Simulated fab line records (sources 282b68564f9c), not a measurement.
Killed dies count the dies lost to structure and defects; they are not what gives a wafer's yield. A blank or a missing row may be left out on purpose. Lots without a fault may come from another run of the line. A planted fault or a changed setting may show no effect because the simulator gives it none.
Chamber matching | flow rit cmos | rie si-02 running RIT_GATE_ETCH_19: 4 sister chambers
The step etches poly-Si in SF6/CHF3/O2, stops on SiO2, time 165 s, target depth 312.5 nm. 14 wafers are shown with their chamber, then 7 later ones without.

## EACH WAFER AND ITS CHAMBER
wafer  | chamber | drypump motor current A (A) | throttle valve pct (%) | oes product au (a.u.)
L081.2 | 1       | 4.8                         | 10.27                  | 0.853
L081.3 | 2       | 4.9                         | 10.19                  | 0.864
L081.5 | 2       | 4.8                         | 10.17                  | 0.863
L083.2 | 3       | 5.1                         | 10.12                  | 0.857
L083.3 | 1       | 4.8                         | 10.27                  | 0.852
L083.6 | 1       | 4.8                         | 10.26                  | 0.846
L085.1 | 1       | 4.8                         | 10.27                  | 0.852
L085.2 | 2       | 4.9                         | 10.18                  | 0.852
L085.4 | 3       | 5.1                         | 10.13                  | 0.854
L087.1 | 2       | 4.9                         | 10.18                  | 0.858
L087.4 | 0       | 6.0                         | 10.14                  | 0.862
L087.6 | 1       | 4.8                         | 10.26                  | 0.850
L089.1 | 1       | 4.8                         | 10.26                  | 0.850
L089.2 | 2       | 4.9                         | 10.18                  | 0.847

SIGNATURES (means of the wafers above)
reading                 | chamber 0 | chamber 1 | chamber 2 | chamber 3 | scatter within a chamber
drypump motor current A | 6.000     | 4.800     | 4.880     | 5.100     | 0.0283
throttle valve pct      | 10.1400   | 10.2650   | 10.1800   | 10.1250   | 0.00632
oes product au          | 0.86200   | 0.85050   | 0.85680   | 0.85550   | 0.00497
Rule: distance of a wafer from a chamber = root of the sum over the readings of ((wafer's reading minus chamber's mean) / reading's scatter) squared. If the next closest chamber is less than 2 further off than the closest, the wafer can't be placed; otherwise it belongs to the closest. The scatter is the square root of a quotient: the sum, over the shown wafers, of each reading's squared deviation from its chamber's mean, divided by wafers minus chambers.

## WAFERS WHOSE CHAMBER IS MISSING
wafer  | drypump motor current A (A) | throttle valve pct (%) | oes product au (a.u.)
L089.5 | 4.8                         | 10.26                  | 0.850
L093.3 | 5.1                         | 10.11                  | 0.842
L093.4 | 5.9                         | 10.15                  | 0.872
L093.6 | 5.1                         | 10.10                  | 0.856
L097.3 | 6.0                         | 10.14                  | 0.853
L097.5 | 4.9                         | 10.18                  | 0.846
L097.6 | 4.8                         | 10.26                  | 0.841

## THE CHAMBER EACH PASSED THROUGH
wafer  | from the rows above | in truth
L089.5 | 1                   | 1
L093.3 | 3                   | 3
L093.4 | 0                   | 0
L093.6 | 3                   | 3
L097.3 | 0                   | 0
L097.5 | 2                   | 2
L097.6 | 1                   | 1
Correctly placed: 7 of 7. From these rows, 0 cannot be placed. Wrongly placed: 0.
